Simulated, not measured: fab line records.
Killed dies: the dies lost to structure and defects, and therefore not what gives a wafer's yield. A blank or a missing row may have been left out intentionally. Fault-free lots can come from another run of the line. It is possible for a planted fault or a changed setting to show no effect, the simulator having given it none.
A struck lot beside a sound one / flow berkeley cmos170 / 11 steps out of a route of 331
Sound: wafers L450.2, L450.4, L450.6. Wafers L460.3, L460.4, L460.5 were the ones struck. The cause is given at the end.
Per side, at each step with rows, come the tool, then ch with its chambers, and then its first start. Under that, the readings that differ: sound wafers / struck wafers / difference of the means / sigmas: that difference in standard deviations of wafers without a fault.
alike: readings whose means differ by less than 2 such deviations, and words and numbers that are the same on both sides. not compared: withheld readings, readings that some wafer has no value for, bounds like >300 that may hide the same value, and numbers for which the record gives no deviation and whose values overlap.
A row with sigmas, a row that says differs or no value, or rows on one side alone: a step with any of these is where the two part. Non-overlapping numbers with no deviation appear without sigmas and do not part them. A reading missing from all wafers of one side parts the sides only when that side holds two or more wafers.

UCB170_START_BOW_MEAS_00:
  sound on film metro-02, day 2 06:01; struck on film metro-03, day 4 08:02
  alike: INCOMING_BOW
then, 2 steps without rows for these wafers: UCB170_START_CLEAN_01 (cleans in dHF, time 60 s); UCB170_START_OXIDATION_02 (target thk 20 nm, ox time 1800 s).
UCB170_START_THK_MEAS_03:
  sound on film metro-03, day 2 07:49; struck on film metro-03, day 4 11:52
  alike: START_OXIDE_THK
then, 4 steps without rows for these wafers: UCB170_START_ANNEAL_04 (time 1200 s); UCB170_ZERO_HMDS_00 (prime time 60 s); UCB170_ZERO_COAT_01 (resist thk 900 nm); UCB170_ZERO_SOFTBAKE_02 (time 60 s).
UCB170_ZERO_EXPOSE_03: exposes mask PM MARKS, target cd 4000 nm.
  sound on krf scanner-02 ch 0, day 2 11:24; struck on krf scanner-02 ch 0, day 4 14:54
reading=model.ZERO.overlay x nm (nm); sound=-0.2589 -0.2589 -0.2589; struck=967.8 967.8 967.8; difference=+968.1; sigmas=
  alike: mask
then, 1 step without rows for these wafers: UCB170_ZERO_PEB_04.
UCB170_M3_PROBE_99:
  sound wafers here have rows in the record (prober-01, day 8 15:23); struck ones have none

WHERE THEY PART
UCB170_M3_PROBE_99 only, going by this record.

WHY: the cause the simulator had injected
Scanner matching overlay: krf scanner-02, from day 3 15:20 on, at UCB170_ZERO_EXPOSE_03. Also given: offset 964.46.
